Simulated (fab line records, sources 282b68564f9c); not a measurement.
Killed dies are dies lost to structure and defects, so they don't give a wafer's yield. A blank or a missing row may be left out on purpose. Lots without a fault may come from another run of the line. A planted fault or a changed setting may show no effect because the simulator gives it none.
Split-lot experiment | flow rit_cmos | 5 lots, 23 wafers read, on a route of 202 steps

THE SPLIT
At RIT_M1_COAT_04 (resist thk 1300 nm), the setting resist_thk_nm was moved away from the recipe's 1300 nm on 8 of the 23 wafers read, by -5.3% to +3.8%. The other wafers ran this setting at the recipe's value.

FROM THE SPLIT TO THE READING: what the file shows between them, 4 steps
- RIT_M1_SOFTBAKE_05: time 60 s
- RIT_M1_EXPOSE_06: exposes mask M12, target cd 2600 nm
- RIT_M1_PEB_07
- RIT_M1_DEVELOP_08: develop time 68 s

THE READING
cd_nm, in nm, at RIT_M1_CD_MEAS_09 (target cd 2600 nm). Fault-free wafers of this fab line usually give 2599.9 nm, standard deviation 2.5 nm.

wafer  | tool, chamber at the split | resist_thk_nm as run, nm | against the recipe | cd_nm, nm | against lot-mates on the recipe
L074.1 | litho_track-03, 0          | 1231                     | -5.3%              | 2591.2    | -8.4
L074.2 | litho_track-03, 0          | 1300                     | recipe             | 2599.5    | -
L074.3 | litho_track-03, 0          | 1300                     | recipe             | 2599.7    | -
L074.4 | litho_track-03, 0          | 1231                     | -5.3%              | 2590.2    | -9.4
L074.6 | litho_track-03, 0          | 1300                     | recipe             | 2599.5    | -
L075.1 | litho_track-04, 0          | 1300                     | recipe             | 2596.2    | -
L075.2 | litho_track-04, 0          | 1300                     | recipe             | 2595.5    | -
L075.3 | litho_track-04, 0          | 1300                     | recipe             | 2595.4    | -
L075.5 | litho_track-04, 0          | 1300                     | recipe             | 2595.0    | -
L075.6 | litho_track-04, 0          | 1300                     | recipe             | 2598.5    | -
L077.1 | litho_track-04, 0          | 1350                     | +3.8%              | 2603.9    | +5.0
L077.2 | litho_track-04, 0          | 1350                     | +3.8%              | 2604.0    | +5.1
L077.3 | litho_track-04, 0          | 1300                     | recipe             | 2600.5    | -
L077.5 | litho_track-04, 0          | 1300                     | recipe             | 2597.3    | -
L077.6 | litho_track-04, 0          | 1350                     | +3.8%              | 2601.0    | +2.1
L081.1 | litho_track-04, 0          | 1300                     | recipe             | 2602.0    | -
L081.2 | litho_track-04, 0          | 1241                     | -4.5%              | 2594.9    | -7.0
L081.4 | litho_track-04, 0          | 1300                     | recipe             | 2601.8    | -
L081.5 | litho_track-04, 0          | 1241                     | -4.5%              | 2593.7    | -8.2
L081.6 | litho_track-04, 0          | 1241                     | -4.5%              | 2595.3    | -6.6
L084.4 | litho_track-01, 0          | 1300                     | recipe             | 2601.2    | -
L084.5 | litho_track-01, 0          | 1300                     | recipe             | 2603.4    | -
L084.6 | litho_track-01, 0          | 1300                     | recipe             | 2602.8    | -

THE FIT
A straight line over all 23 wafers: cd_nm changes by +1.19 nm for each +1% of resist_thk_nm; r = +0.79; the points scatter about the line by 2.5 nm.
The same after taking each lot's own level away (the mean of its wafers on the recipe; 23 wafers): +1.45 nm for each +1%; r = +0.96; scatter 1.2 nm.
On that fit, the largest move of resist_thk_nm shifts the reading by 7.7 nm.
The lots' own levels span 2596.12 to 2602.47 nm, that is 2.5 times the standard deviation above.
So the lot-to-lot level blurs the effect unless lot-mates are compared.
Check: with one of the wafers moved furthest among these (-5.3%) left out of the fit, the line predicts -8 nm for it against its lot-mates. It came out at -8.37 nm against them.

OTHER SPLITS ON THESE WAFERS
These wafers also went through other splits before the reading. Each is held against what the fit with the lots' levels taken away leaves over:
other split on the same wafers        | wafers away from the commonest value | r with cd_nm (lot level and that fit taken away)
RIT_SDANNEAL_CLEAN_00 time_s          | 10                                   | -0.15
RIT_SILICIDE_SPUTTER_01 power_w       | 6                                    | -0.13
RIT_CONTACT_COAT_03 resist_thk_nm     | 9                                    | -0.03
RIT_CONTACT_DEVELOP_07 develop_time_s | 8                                    | -0.24
RIT_M1_SPUTTER_00 time_s              | 5                                    | -0.08

THE WHOLE CHAIN: every reading that the file lists as answering this split, in the file's order
step              | what it does       | reading                                                                       | change (the file's fit)              | r (the file's)
RIT_M1_COAT_04    | resist thk 1300 nm | NOVOLAK_of_M1_COAT_04.thk_nm (the simulator's own value, which no gauge read) | +13.2 nm for each +1% of the setting | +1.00
RIT_M1_CD_MEAS_09 | target cd 2600 nm  | cd_nm                                                                         | +1.51 nm for each +1% of the setting | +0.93

THE FILE'S OWN FIT
cd_nm changes by +1.51 nm for each +1% of resist_thk_nm, r = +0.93.
